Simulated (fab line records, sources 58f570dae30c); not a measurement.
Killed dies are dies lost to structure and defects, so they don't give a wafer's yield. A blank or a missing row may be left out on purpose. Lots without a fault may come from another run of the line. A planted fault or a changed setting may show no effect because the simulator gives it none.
Which tool did it? | flow berkeley_cmos170 | 6 lots, 18 wafers sampled, at 2 steps of a route of 331

WHAT THE GAUGES READ, wafer by wafer
UCB170_ACTIVE_CD_MEAS_13: target cd 1200 nm.
lot  | measured    | on        | cd_nm (nm)
L199 | day 4 16:41 | cd_sem-01 | 1200.2 1201.6 1199.4
L205 | day 5 19:35 | cd_sem-01 | 1201.0 1201.6 1200.9
L207 | day 6 06:46 | cd_sem-02 | 1196.1 1197.1 1197.6
L210 | day 6 23:52 | cd_sem-01 | 1201.5 1201.4 1201.5
L214 | day 7 14:50 | cd_sem-01 | 1198.8 1199.0 1200.4
L220 | day 8 19:46 | cd_sem-01 | 1197.6 1196.6 1197.3

WHICH TOOL RAN EACH LOT (tool, then ch and the chambers of the sampled wafers, then the start)
lot  | UCB170_ACTIVE_EXPOSE_10
L199 | krf_scanner-01 ch 0, day 4 15:59
L205 | krf_scanner-02 ch 0, day 5 18:52
L207 | krf_scanner-02 ch 0, day 6 06:02
L210 | krf_scanner-02 ch 0, day 6 23:29
L214 | krf_scanner-01 ch 0, day 7 14:17
L220 | krf_scanner-01 ch 0, day 8 18:43
- UCB170_ACTIVE_EXPOSE_10: exposes mask ACTIVE, target cd 1200 nm.

THE ANSWER, worked out from the rows above alone
Rule: what is usual is taken from the lots themselves. Put in order of their means at a reading, lots are off if they are a third of the lots or fewer, leave a main group of 4 or more, and stand apart from it by a gap of 3 or more times the standard deviation of the main group's means; of several such gaps the widest counts. A main group whose means are all the same, to the digits that the tables above print for the reading, isn't used. A lot without any number at a reading at which 4 lots or more have one is off too. The other lots that the step has rows for count as sound.
No lot is off at any reading shown: from this, nothing can be told.

WHAT THE SIMULATOR HAD PUT IN
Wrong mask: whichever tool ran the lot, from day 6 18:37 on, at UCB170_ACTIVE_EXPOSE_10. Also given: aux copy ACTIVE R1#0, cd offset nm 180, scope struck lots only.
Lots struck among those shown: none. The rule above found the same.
